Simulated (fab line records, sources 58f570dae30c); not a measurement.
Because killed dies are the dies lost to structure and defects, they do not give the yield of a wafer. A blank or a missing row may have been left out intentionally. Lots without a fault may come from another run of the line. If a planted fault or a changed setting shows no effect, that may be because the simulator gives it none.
Chamber matching / flow berkeley-cmos170 / UCB170_GATE_ETCH_14 on rie-diel-04 has 4 sister chambers
The step etches BARC in N2/H2. 4 wafers are shown with their chamber, then 8 later ones without.

== WAFERS WITH THEIR CHAMBER ==
wafer=L838.4; chamber=3; drypump-motor-current-A (A)=6.23
wafer=L835.2; chamber=0; drypump-motor-current-A (A)=5.80
wafer=L839.5; chamber=2; drypump-motor-current-A (A)=5.40
wafer=L843.1; chamber=1; drypump-motor-current-A (A)=5.83

== WAFERS WITH NO CHAMBER GIVEN ==
wafer=L843.4; drypump-motor-current-A (A)=5.80
wafer=L843.5; drypump-motor-current-A (A)=5.40
wafer=L845.1; drypump-motor-current-A (A)=5.80
wafer=L845.2; drypump-motor-current-A (A)=5.81
wafer=L845.5; drypump-motor-current-A (A)=5.42
wafer=L852.3; drypump-motor-current-A (A)=5.80
wafer=L852.4; drypump-motor-current-A (A)=5.39
wafer=L852.6; drypump-motor-current-A (A)=5.80

== WHICH CHAMBER EACH WENT THROUGH ==
wafer=L843.4; from the rows above=0; in truth=0
wafer=L843.5; from the rows above=2; in truth=2
wafer=L845.1; from the rows above=0; in truth=0
wafer=L845.2; from the rows above=can't be placed: 0 or 1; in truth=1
wafer=L845.5; from the rows above=2; in truth=2
wafer=L852.3; from the rows above=0; in truth=0
wafer=L852.4; from the rows above=2; in truth=2
wafer=L852.6; from the rows above=0; in truth=0
Correct placement for 7 of the 8. Can't be placed from these rows: 1 (the true chamber is among the candidates in 1). Number placed wrongly: 0.
How it was worked out, from the rows above alone: a wafer's distance from a chamber is the root of the sum, over the readings, of the square of ((its reading less the chamber's mean) divided by the reading's scatter). The wafer belongs to the nearest chamber; if the next one is less than 2 further off, it can't be placed. The mean given for a chamber averages the wafers shown for that chamber. The scatter (one wafer shown for each chamber): square how far every hidden wafer sits from the nearest shown wafer, average those squares and take the square root.
